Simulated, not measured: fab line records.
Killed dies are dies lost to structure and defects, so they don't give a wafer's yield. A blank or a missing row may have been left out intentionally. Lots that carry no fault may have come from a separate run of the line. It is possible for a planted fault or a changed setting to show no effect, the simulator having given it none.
fab line records | flow ritCmos
record: lots: 7 wafers: 21 lastDay: 7
route steps=202 shown ACTIVE@19 FOX1@20 FOX2@23 NWELL@28 M1@202
lots with no fault: from the same line, run without faults
startH: hours from the record's opening day to when the first of the lot's shown wafers began | waitH: time in hours since the lot's previous step | " identical to the entry in the row above | L1.1+2: several wafers, shown together as one row | - value missing, or start not given | * or withheld: withheld | < > ~ a bound
route shown NAME@n: names a module that has steps shown in the file, with the first one's number in the route | usual: average and standard deviation across the fault-free wafers | same: alike in all rows | chamber/n: place in a boat | sites: per-site readings | _std_site: standard deviation across them | _edge_site: the outer-site mean with the inner-site mean subtracted | radiusMm: how far each site lies from the wafer's centre | mask NAME#n: copy n | behind: tool/chamber where the wafer was last shaped | hold: reason for holding the lot/hours on hold/outcome of the hold | device: the transistor (n, p or np) that didn't switch | end of line: tests of these same wafers at the route's end | step lacking rows: just its recipe | killed: dies that structure and defects cost at the first sort, which is not the same as the wafer's yield | map: per-die view of a wafer (x killed, . not killed, _ where there is no die)
set.NAME: the setting the step ran with; set.NAME@STEP: the setting that earlier step ran with | model.NAME: the simulator's own value behind a step, which no gauge read
lots at some steps of the route; a table a step, a row a wafer
services: from which hour (startH, from the record's first day; less than 0 if before it) a tool's chamber was out of use, for how many hours, and why
== steps ==
step: RIT_ACTIVE_CLEAN_17
recipe: chemistry: SC2 mix: 3:3:50 timeS: 600 tempC: 75 dry: n2Spin
step: RIT_FOX1_OXIDATION_00
recipe: tempC: 1100 ambient: H2O targetThkA: 3507 pH2oTorr: 720 oxTimeS: 1130
step: RIT_FOX1_THK_MEAS_01
recipe: reads: SiO2_of_FOX1_OXIDATION_00
usual: FOX1_OXIDE_THK: 348/6.3
columns lot.wafer tool chamber startH waitH FOX1_OXIDE_THK[nm]
L187.2 filmMetro-03 - 21.97 0.0 348
L187.4 " - " " 350
L187.5 " - " " 347
L196.1 filmMetro-04 - 66.82 0.0 354
L196.2 " - " " 348
L196.5 " - " " 351
L199.1 filmMetro-04 - 82.61 0.0 334
L199.4 " - " " 332
L199.6 " - " " 330
L200.3 filmMetro-02 - 87.81 0.0 355
L200.4 " - " " 357
L200.6 " - " " 351
L201.1 filmMetro-02 - 91.94 0.0 356
L201.2 " - " " 356
L201.6 " - " " 361
L203.1 filmMetro-02 - 102.36 0.0 340
L203.3 " - " " 343
L203.5 " - " " 346
L208.1 filmMetro-04 - 129.98 0.0 341
L208.4 " - " " 346
L208.5 " - " " 354
step: RIT_FOX1_WET_ETCH_02
recipe: chemistry: BOE targetDepthNm: 350 timeS: 390 tempC: 21.5 dry: n2Spin dilution: 10:1 target: SiO2
step: RIT_FOX2_OXIDATION_00
recipe: tempC: 1100 ambient: H2O targetThkA: 3507 pH2oTorr: 720 oxTimeS: 1130
step: RIT_FOX2_THK_MEAS_01
recipe: reads: SiO2_of_FOX2_OXIDATION_00
usual: FOX2_OXIDE_THK: 351/7.2
columns lot.wafer tool chamber startH waitH FOX2_OXIDE_THK[nm]
L187.2 filmMetro-03 - 23.46 0.0 343
L187.4 " - " " 345
L187.5 " - " " 346
L196.1 filmMetro-01 - 68.37 0.0 354
L196.2 " - " " 346
L196.5 " - " " 348
L199.1 filmMetro-01 - 84.10 0.0 345
L199.4 " - " " 343
L199.6 " - " " 350
L200.3 filmMetro-04 - 89.30 0.0 360
L200.4 " - " " 355
L200.6 " - " " 360
L201.1 filmMetro-01 - 93.43 0.0 355
L201.2 " - " " 357
L201.6 " - " " 355
L203.1 filmMetro-04 - 103.87 0.0 357
L203.3 " - " " 346
L203.5 " - " " 356
L208.1 filmMetro-04 - 131.47 0.0 346
L208.4 " - " " 343
L208.5 " - " " 343
step: RIT_FOX2_CLEAN_02
recipe: chemistry: dHF dilution: 50:1 timeS: 180
step: RIT_FOX2_WET_ETCH_03
recipe: chemistry: H3PO4 target: Si3N4 targetDepthNm: 195 tempC: 165 timeS: 2700
step: RIT_FOX2_THK_MEAS_90
recipe: reads: SiO2_of_FOX2_OXIDATION_00
usual: FIELD_OXIDE_LEFT_1_THK: 323/7.2
columns lot.wafer tool chamber startH waitH FIELD_OXIDE_LEFT_1_THK[nm]
L187.2 filmMetro-03 - 24.34 0.0 315
L187.4 " - " " 318
L187.5 " - " " 318
L196.1 filmMetro-03 - 69.24 0.0 327
L196.2 " - " " 319
L196.5 " - " " 320
L199.1 filmMetro-03 - 84.97 0.0 317
L199.4 " - " " 315
L199.6 " - " " 323
L200.3 filmMetro-01 - 90.18 0.0 333
L200.4 " - " " 327
L200.6 " - " " 332
L201.1 filmMetro-01 - 94.31 0.0 328
L201.2 " - " " 330
L201.6 " - " " 328
L203.1 filmMetro-04 - 104.75 0.0 329
L203.3 " - " " 319
L203.5 " - " " 328
L208.1 filmMetro-04 - 132.35 0.0 318
L208.4 " - " " 315
L208.5 " - " " 315
step: RIT_NWELL_HMDS_00
recipe: primeTimeS: 60 primeTempC: 140
step: RIT_NWELL_COAT_01
recipe: resist: NOVOLAK spinRpm: 2000 resistThkNm: 1300
step: RIT_NWELL_SOFTBAKE_02
recipe: resist: NOVOLAK tempC: 89.19 timeS: 60
step: RIT_NWELL_EXPOSE_03
recipe: maskId: M2 na: 0.57 targetCdNm: 43900 doseMj: 250
columns lot.wafer tool chamber startH waitH mask model.NWELL.overlayXNm
L187.2+4+5 ilineStepper-02 0 25.00 0.2 M2#0 0.8863
L196.1+2+5 ilineStepper-01 0 69.75 0.1 M2#0 1.031
L199.1+4+6 ilineStepper-01 0 85.61 0.2 M2#0 3570
L200.3+4+6 ilineStepper-01 0 90.71 0.1 M2#0 3570
L201.1+2+6 ilineStepper-01 0 94.82 0.1 M2#0 3570
L203.1+3+5 ilineStepper-02 0 105.38 0.1 M2#0 -0.7153
L208.1+4+5 ilineStepper-02 0 132.98 0.2 M2#0 1.468
step: RIT_NWELL_PEB_04
recipe: resist: NOVOLAK tempC: withheld timeS: withheld
step: RIT_NWELL_DEVELOP_05
recipe: resist: NOVOLAK developTimeS: 68 devTempC: 23.36
step: RIT_NWELL_OVL_MEAS_06
usual: NWELL_OVL: 1.4/1.5
columns lot.wafer tool chamber startH waitH NWELL_OVL[nm]
L187.2 overlay-02 - 25.42 - 3.4
L187.4 " - " " 1.6
L187.5 " - " " 2.8
L196.1 overlay-01 - 70.18 - 0.4
L196.2 " - " " 0.6
L196.5 " - " " 1.2
L199.1 overlay-01 - 86.04 - 3568.8
L199.4 " - " " 3570.0
L199.6 " - " " 3569.2
L200.3 overlay-01 - 91.11 - 3570.7
L200.4 " - " " 3570.7
L200.6 " - " " 3571.8
L201.1 overlay-02 - 95.25 - 3570.4
L201.2 " - " " 3569.1
L201.6 " - " " 3570.3
L203.1 overlay-01 - 105.81 - 2.9
L203.3 " - " " 1.9
L203.5 " - " " 2.2
L208.1 overlay-01 - 133.41 - 5.3
L208.4 " - " " 3.8
L208.5 " - " " 3.4
step: RIT_NWELL_HARDBAKE_07
recipe: resist: NOVOLAK tempC: 140 timeS: 120
step: RIT_M1_PROBE_99
usual: killedAtContacts: 0.1/0.31 killedAtFrontEnd: 6.3/3 killedDies: 6.4/3 killedOnRim: 1.7/1.3 killedOpen: 3/1.9 killedShort: 3.4/1.9
same: grossDies: 264 killed_at_M0_to_M3: 0 killed_at_M4_up: 0 killedAtBackSide: 0 killedAtOther: 0
columns lot.wafer tool chamber startH waitH killedAtContacts killedAtFrontEnd killedDies killedOnRim killedOpen killedShort model.etest.wellEdgeLeft.lineOhmUm model.etest.nmos_0p3.rOnOhmUm model.etest.nmosTurned.driveUaUm model.etest.nmos_0p15.driveUaUm model.etest.nmos_0p15.rOnOhmUm model.etest.nmos_0p3.driveUaUm model.etest.nmosNarrow.driveUaUm model.etest.wellEdgeRight.lineOhmUm
L187.2 prober-02 - 61.57 0.1 0 3 3 0 1 2 182.1 2211 316.3 465.7 1184 223.6 223.4 182.2
L187.4 prober-02 - 61.67 0.2 0 3 3 0 2 1 182 2169 323.7 461.9 1122 220.9 220.2 181
L187.5 prober-02 - 61.72 0.2 0 4 4 2 1 3 184 2196 329 465.8 1141 220.4 219.9 180.4
L196.1 prober-01 - 107.22 0.1 0 12 12 3 3 9 185.2 2150 352.5 468.2 1119 224.3 223.7 182.4
L196.2 prober-01 - 107.27 0.1 0 11 11 1 7 4 184.2 2132 356.2 475.9 1110 228.1 227.6 184.8
L196.5 prober-01 - 107.42 0.2 0 4 4 2 0 4 183.9 2106 360.3 476.9 1090 231.2 232.2 181.8
L199.1 prober-02 - 124.87 0.1 0 264 264 70 1 2 2018 1874 487.6 594.7 987.8 300.3 275.3 153.8
L199.4 prober-02 - 125.02 0.2 0 264 264 70 1 4 2034 1871 485.8 600 1008 301.8 279 154.2
L199.6 prober-02 - 125.12 0.2 0 264 264 70 1 6 2036 1876 468.5 586.2 1006 296.9 272.7 156.6
L200.3 prober-01 - 127.98 0.2 0 264 264 70 1 1 2019 1869 457.8 572.2 1030 296.7 267.3 156.5
L200.4 prober-01 - 128.03 0.2 0 264 264 70 3 2 2022 1831 456.6 575.3 1008 305.4 270 156.6
L200.6 prober-01 - 128.13 0.2 0 264 264 70 3 3 1999 1895 458.5 568 1036 299.6 267.6 153.9
L201.1 prober-02 - 135.53 0.1 0 264 264 70 3 2 2045 1865 474.4 592.8 992.4 303.8 273.1 154.9
L201.2 prober-02 - 135.58 0.1 0 264 264 70 7 1 2052 1809 490.4 617.9 978.2 315.4 284.8 154.3
L201.6 prober-02 - 135.78 0.2 0 264 264 70 6 4 2046 1850 480.9 607.5 993.3 307.4 273.7 153.6
L203.1 prober-02 - 147.01 0.1 0 7 7 2 3 4 185.8 2132 348.1 479.3 1138 232.8 233.1 181.1
L203.3 prober-02 - 147.11 0.2 1 5 6 2 1 5 181.2 2150 347.1 486 1142 233.8 234.1 181.1
L203.5 prober-02 - 147.21 0.2 0 7 7 0 2 5 183.3 2097 348 483.2 1105 233.1 230.9 179.4
L208.1 prober-01 - 179.13 0.1 0 5 5 2 4 1 183.3 2234 305.4 450.1 1180 218.4 221.3 181.5
L208.4 prober-01 - 179.28 0.2 0 8 8 3 4 4 183.4 2251 312.1 451.2 1207 216.1 219.8 180.7
L208.5 prober-01 - 179.33 0.2 0 2 2 0 1 1 182.1 2264 296.3 435.6 1216 211.9 214.2 182
killed by level:class
L187.2 FOX2:geometricParticle:open=1 FOX2:geometricParticle:short=1 REOX:geometricParticle:short=1
L187.4 ACTIVE:geometricParticle:short=1 FOX1:geometricParticle:open=1 GATE:geometricParticle:open=1
L187.5 FOX2:geometricParticle:short=1 GATE:geometricParticle:short=1 REOX:geometricParticle:short=1 REOX:geometricParticle:open=1
L196.1 GATE:geometricParticle:short=4 SILICIDE:geometricParticle:short=4 FOX2:geometricParticle:short=1 GATE:geometricParticle:open=1 SPACER:geometricParticle:open=1 SILICIDE:geometricParticle:open=1
L196.2 GATE:geometricParticle:open=2 REOX:geometricParticle:open=2 SILICIDE:geometricParticle:short=2 FOX1:geometricParticle:open=1 FOX1:geometricParticle:short=1 FOX2:geometricParticle:open=1 SPACER:geometricParticle:short=1 SILICIDE:geometricParticle:open=1
L196.5 GATE:geometricParticle:short=2 FOX2:geometricParticle:short=1 REOX:geometricParticle:short=1
L199.1 NWELL:overlay=261 FOX2:geometricParticle:open=1 GATE:geometricParticle:short=1 SILICIDE:geometricParticle:short=1
L199.4 NWELL:overlay=259 FOX2:geometricParticle:short=1 GATE:geometricParticle:open=1 GATE:geometricParticle:short=1 REOX:geometricParticle:short=1 SILICIDE:geometricParticle:short=1
L199.6 NWELL:overlay=257 GATE:geometricParticle:short=2 FOX1:geometricParticle:short=1 REOX:geometricParticle:short=1 SPACER:geometricParticle:short=1 SILICIDE:geometricParticle:open=1 SILICIDE:geometricParticle:short=1
L200.3 NWELL:overlay=262 REOX:geometricParticle:short=1 REOX:geometricParticle:open=1
L200.4 NWELL:overlay=259 FOX1:geometricParticle:open=2 FOX1:geometricParticle:short=1 GATE:geometricParticle:short=1 SPACER:geometricParticle:open=1
L200.6 NWELL:overlay=258 SPACER:geometricParticle:open=2 SPACER:geometricParticle:short=2 GATE:geometricParticle:short=1 REOX:geometricParticle:open=1
L201.1 NWELL:overlay=259 SPACER:geometricParticle:open=2 GATE:geometricParticle:short=1 REOX:geometricParticle:open=1 SPACER:geometricParticle:short=1
L201.2 NWELL:overlay=256 GATE:geometricParticle:open=4 REOX:geometricParticle:open=2 ACTIVE:geometricParticle:open=1 GATE:geometricParticle:short=1
L201.6 NWELL:overlay=254 SPACER:geometricParticle:short=3 GATE:geometricParticle:open=2 SPACER:geometricParticle:open=2 FOX2:geometricParticle:open=1 REOX:geometricParticle:open=1 SILICIDE:geometricParticle:short=1
L203.1 FOX1:geometricParticle:short=2 GATE:geometricParticle:open=2 FOX1:geometricParticle:open=1 FOX2:geometricParticle:short=1 REOX:geometricParticle:short=1
L203.3 FOX1:geometricParticle:short=2 GATE:geometricParticle:short=2 ACTIVE:geometricParticle:open=1 CONTACT:geometricParticle:short=1
L203.5 FOX2:geometricParticle:short=1 GATE:geometricParticle:open=1 GATE:geometricParticle:short=1 REOX:geometricParticle:open=1 REOX:geometricParticle:short=1 SPACER:geometricParticle:short=1 SILICIDE:geometricParticle:short=1
L208.1 FOX2:geometricParticle:open=1 GATE:geometricParticle:open=1 SPACER:geometricParticle:open=1 SILICIDE:geometricParticle:short=1 STARTING-WAFER:geometricParticle:open=1
L208.4 GATE:geometricParticle:short=4 FOX1:geometricParticle:open=1 GATE:geometricParticle:open=1 REOX:geometricParticle:open=1 SILICIDE:geometricParticle:open=1
L208.5 GATE:geometricParticle:open=1 SPACER:geometricParticle:short=1
map L199.1 (x killed, . not)
________xxxxxxx_______
_____xxxxxxxxxxxxx____
____xxxxxxxxxxxxxxx___
___xxxxxxxxxxxxxxxxx__
__xxxxxxxxxxxxxxxxxxx_
__xxxxxxxxxxxxxxxxxxx_
_xxxxxxxxxxxxxxxxxxxxx
_xxxxxxxxxxxxxxxxxxxxx
_xxxxxxxxxxxxxxxxxxxxx
_xxxxxxxxxxxxxxxxxxxxx
__xxxxxxxxxxxxxxxxxxx_
__xxxxxxxxxxxxxxxxxxx_
___xxxxxxxxxxxxxxxxx__
____xxxxxxxxxxxxxxx___
_____xxxxxxxxxxxxx____
________xxxxxxx_______
map L200.3 (x killed, . not)
________xxxxxxx_______
_____xxxxxxxxxxxxx____
____xxxxxxxxxxxxxxx___
___xxxxxxxxxxxxxxxxx__
__xxxxxxxxxxxxxxxxxxx_
__xxxxxxxxxxxxxxxxxxx_
_xxxxxxxxxxxxxxxxxxxxx
_xxxxxxxxxxxxxxxxxxxxx
_xxxxxxxxxxxxxxxxxxxxx
_xxxxxxxxxxxxxxxxxxxxx
__xxxxxxxxxxxxxxxxxxx_
__xxxxxxxxxxxxxxxxxxx_
___xxxxxxxxxxxxxxxxx__
____xxxxxxxxxxxxxxx___
_____xxxxxxxxxxxxx____
________xxxxxxx_______
== services ==
columns tool chamber startH hours kind
ilineStepper-02 0 18.97 - calibration
ilineStepper-02 - 35.18 1.7 pm
ilineStepper-01 - 91.27 1.7 pm
== key ==
firstSign: step: RIT_NWELL_OVL_MEAS_06 reading: NWELL_OVL direction: up sigmas: 99+ usual: 1.4 struck: 3570.1
effect: step: RIT_M1_PROBE_99 reading: killedDies direction: up sigmas: 87 usual: 6.4 struck: 264
modelEffect: step: RIT_NWELL_EXPOSE_03 value: NWELL.overlayXNm without: -0.05385 struck: 3570
modelEffect: step: RIT_M1_PROBE_99 value: etest.wellEdgeLeft.lineOhmUm without: 182 struck: 2030
moreKillsBornAt: RIT_NWELL_EXPOSE_03@ilineStepper-01: 2325
metAt RIT_NWELL_EXPOSE_03
struckWafers L199.1,L199.4,L199.6,L200.3,L200.4,L200.6,L201.1,L201.2,L201.6
testerLeftOut L199,L200,L201
onsetBetween 69.75 85.61
fault: kind: scannerMatchingOverlay tool: ilineStepper-01 chamber: - onsetH: 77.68 steps: RIT_NWELL_EXPOSE_03 offset: 3570.1
testerLeftOut: of these lots the tester's yield and bins aren't shown, on N5 and GAA mostly nor the transistor test; their killed dies are dies lost to structure and defects alone, not to doping, threshold or leakage, so they don't give the yield
